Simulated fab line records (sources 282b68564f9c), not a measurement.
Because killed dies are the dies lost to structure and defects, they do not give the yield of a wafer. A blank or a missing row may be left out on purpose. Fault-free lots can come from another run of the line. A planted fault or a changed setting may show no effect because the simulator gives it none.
Split-lot experiment + flow rit cmos + 5 lots, 23 wafers read, on a route of 202 steps

ABOUT THE SPLIT
At RIT_NLDD_IMPLANT_08, the setting energy kev was moved away from the recipe's 20 on 5 of the 23 wafers read, by -5.9% to -4.0%. For the rest of the wafers, this setting stayed at what the recipe calls for.

The reading comes from the split's own step.

THE READING
The simulator's own value implant.drp nm, read by no gauge, in nm at RIT_NLDD_IMPLANT_08. There is no usual value for it anywhere in the file.

| wafer  | tool, chamber at the split | energy kev as run | against the recipe | implant.drp nm, nm | against lot-mates on the recipe |
|--------|----------------------------|-------------------|--------------------|--------------------|---------------------------------|
| L077.1 | implanter-01, 0            | 19.2              | -4.0%              | 12.65              | -0.32                           |
| L077.6 | implanter-01, 0            | 19.2              | -4.0%              | 12.65              | -0.32                           |
| L077.3 | implanter-01, 0            | 20                | recipe             | 12.97              | -                               |
| L077.4 | implanter-01, 0            | 20                | recipe             | 12.97              | -                               |
| L077.5 | implanter-01, 0            | 20                | recipe             | 12.97              | -                               |
| L080.1 | implanter-04, 0            | 20                | recipe             | 12.97              | -                               |
| L080.2 | implanter-04, 0            | 20                | recipe             | 12.97              | -                               |
| L080.4 | implanter-04, 0            | 20                | recipe             | 12.97              | -                               |
| L080.5 | implanter-04, 0            | 20                | recipe             | 12.97              | -                               |
| L080.6 | implanter-04, 0            | 20                | recipe             | 12.97              | -                               |
| L082.1 | implanter-01, 0            | 20                | recipe             | 12.97              | -                               |
| L082.3 | implanter-01, 0            | 20                | recipe             | 12.97              | -                               |
| L082.6 | implanter-01, 0            | 20                | recipe             | 12.97              | -                               |
| L084.1 | implanter-03, 0            | 20                | recipe             | 12.97              | -                               |
| L084.4 | implanter-03, 0            | 20                | recipe             | 12.97              | -                               |
| L084.2 | implanter-03, 0            | 18.82             | -5.9%              | 12.5               | -0.47                           |
| L084.3 | implanter-03, 0            | 18.82             | -5.9%              | 12.5               | -0.47                           |
| L084.6 | implanter-03, 0            | 18.82             | -5.9%              | 12.5               | -0.47                           |
| L085.1 | implanter-01, 0            | 20                | recipe             | 12.97              | -                               |
| L085.3 | implanter-01, 0            | 20                | recipe             | 12.97              | -                               |
| L085.4 | implanter-01, 0            | 20                | recipe             | 12.97              | -                               |
| L085.5 | implanter-01, 0            | 20                | recipe             | 12.97              | -                               |
| L085.6 | implanter-01, 0            | 20                | recipe             | 12.97              | -                               |

THE FIT
A straight line over all 23 wafers: implant.drp nm changes by +0.0797 nm for each +1% of energy kev; r = +1.00; the points scatter about the line by 0.00036 nm.
The same after taking each lot's own level away (the mean of its wafers on the recipe; 23 wafers): +0.0797 nm for each +1%; r = +1.00; scatter 0.00036 nm.
The reading moves by 0.47 nm for the largest change in energy kev, on that fit.
The lots' own levels span 12.970 to 12.970 nm.
Hence the lot-to-lot level has little effect on the slope; both slopes agree.
Check: -0.471 nm against its lot-mates is what the line predicts for one of the wafers moved furthest among these (-5.9%) when that wafer is left out of the fit. Against them it came out at -0.47 nm.

OTHER SPLITS APPLIED TO THESE WAFERS
Other splits were also applied to these wafers ahead of the reading. Each is held against what the fit with the lots' levels taken away leaves over:
| other split on the same wafers    | wafers away from the commonest value | r with implant.drp nm (lot level and that fit taken away) |
|-----------------------------------|--------------------------------------|-----------------------------------------------------------|
| RIT_ACTIVE_OXIDATION_01 ox time s | 18                                   | +0.48                                                     |
| RIT_ACTIVE_CVD_03 nh3 flow sccm   | 15                                   | +0.51                                                     |
| RIT_FOX1_OXIDATION_00 ox time s   | 15                                   | +0.34                                                     |
| RIT_NWELL_COAT_01 spin rpm        | 4                                    | -0.01                                                     |
| RIT_NWELL_IMPLANT_08 dose cm2     | 4                                    | +0.00                                                     |
| RIT_PWELL_COAT_01 spin rpm        | 6                                    | +0.31                                                     |
| RIT_PWELL_IMPLANT_08 dose cm2     | 7                                    | -0.09                                                     |
| RIT_NRETRO_IMPLANT_08 dose cm2    | 10                                   | -0.40                                                     |
| RIT_PRETRO_IMPLANT_08 energy kev  | 5                                    | +0.14                                                     |

THE WHOLE CHAIN: every reading that the file lists as answering this split, in the file's order
| step                | what it does | reading                                                         | change (the file's fit)                | r (the file's) |
|---------------------|--------------|-----------------------------------------------------------------|----------------------------------------|----------------|
| RIT_NLDD_IMPLANT_08 |              | implant.rp nm (the simulator's own value, which no gauge read)  | +0.191 nm for each +1% of the setting  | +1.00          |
| RIT_NLDD_IMPLANT_08 |              | implant.drp nm (the simulator's own value, which no gauge read) | +0.0791 nm for each +1% of the setting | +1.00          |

THE FILE'S OWN FIT
implant.drp nm changes by +0.0791 nm for each +1% of energy kev, r = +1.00.
